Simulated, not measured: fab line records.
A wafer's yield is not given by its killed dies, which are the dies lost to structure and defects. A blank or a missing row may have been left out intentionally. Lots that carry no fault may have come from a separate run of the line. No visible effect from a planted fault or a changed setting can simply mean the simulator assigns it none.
A struck lot beside a sound one    flow berkeleyCmos170    16 steps out of a route of 331
Sound: these wafers, L381.1, L381.2, L381.5. Wafers struck: L376.2, L376.4, L376.6. At the end, the cause is stated.
For every step that has rows: the tool of each side, followed by ch and its chambers, followed by its first start. Under that, the readings that differ: sound wafers    struck wafers    difference of the means    sigmas: that difference in standard deviations of wafers without a fault.
alike: readings whose means differ by less than 2 such deviations, and words and numbers that are the same on both sides. not compared: withheld readings, readings that some wafer has no value for, bounds like >300 that may hide the same value, and numbers for which the record gives no deviation and whose values overlap.
The two part at a step that has a row with sigmas, a row that says differs or no value, or rows on one side only. When numbers do not overlap yet have no deviation, they are printed without sigmas and do not part them. A reading that every wafer of one side lacks parts them only if that side has two wafers or more.

first, 1 step without rows for these wafers: UCB170_NWELL_OXIDATION_01 (target thk 26.4 nm, ox time 1260 s).
UCB170_NWELL_THK_MEAS_02:
  sound: filmMetro-03 at day 4 04:33; struck: filmMetro-02 at day 3 04:01
  alike: NWELL_OXIDE_THK
then, 2 steps without rows for these wafers: UCB170_NWELL_ANNEAL_03 (time 900 s); UCB170_NWELL_CVD_04 (deposits Si3N4 from SiH2Cl2/NH3, target thk 224 nm, time 3360 s).
UCB170_NWELL_THK_MEAS_05:
  sound: filmMetro-04 at day 4 11:42; struck: filmMetro-03 at day 3 09:58
reading                 sound              struck             difference  sigmas
NWELL_NITRIDE_THK (nm)  222.6 221.4 219.6  226.9 227.4 227.8  +6.2        +2
then, 6 steps without rows for these wafers: UCB170_NWELL_HMDS_06 (prime time 60 s); UCB170_NWELL_COAT_07 (resist thk 900 nm); UCB170_NWELL_SOFTBAKE_08 (time 60 s); UCB170_NWELL_EXPOSE_09 (exposes mask NWELL, target cd 3000 nm); UCB170_NWELL_PEB_10; UCB170_NWELL_DEVELOP_11 (develop time 45 s).
UCB170_NWELL_OVL_MEAS_12:
  sound: overlay-01 at day 4 13:01; struck: overlay-01 at day 3 11:14
  alike: NWELL_OVL
UCB170_NWELL_ETCH_13: etches Si3N4 in CH3F/Ar/O2, stops on SiO2, target depth 246.4 nm, time 154 s.
  sound on rieDiel-01 ch 0,1,2, day 4 13:04; struck on rieDiel-02 ch 1,2, day 3 11:16
  no value came back on the struck wafers for any of 5 readings (CH3F_flow_sccm (sccm), O2_flow_sccm (sccm) and others); on the sound wafers CH3F_flow_sccm (sccm) reads 19.95 20.04 19.98
reading                                sound              struck             difference  sigmas
model.KrF_of_NWELL_COAT_07.thkNm (nm)  721.5 718.9 716.4  884.1 883.6 882.8  +164.6      
  not compared: rfHoursCounterH
following that, these wafers have no rows for 1 step: UCB170_NWELL_IMPLANT_14.
UCB170_NWELL_STRIP_15: strips in O2.
  sound on plasmaAsher-01 ch 0,1, day 4 13:19; struck on plasmaAsher-02 ch 0,1, day 3 11:33
reading                   sound              struck             difference  sigmas
oesProductAu (a.u.)       0.724 0.720 0.714  0.734 0.727 0.744  +0.016      +3
stripTimeToEndpointS (s)  18.01 17.94 17.90  21.60 21.58 21.55  +3.63       +47
  alike: drypumpMotorCurrentA
  not compared: rfHoursCounterH
UCB170_NWELL_TW_MEAS_16:
  sound: filmMetro-03 at day 4 13:25; struck: filmMetro-02 at day 3 11:40
  alike: NWELL_TW

## WHERE THEY PART
Last at UCB170_NWELL_STRIP_15 as far as this record goes, first at UCB170_NWELL_THK_MEAS_05. Later steps at which nothing parts them and some readings are alike: UCB170_NWELL_TW_MEAS_16.

WHY: the cause the simulator had injected
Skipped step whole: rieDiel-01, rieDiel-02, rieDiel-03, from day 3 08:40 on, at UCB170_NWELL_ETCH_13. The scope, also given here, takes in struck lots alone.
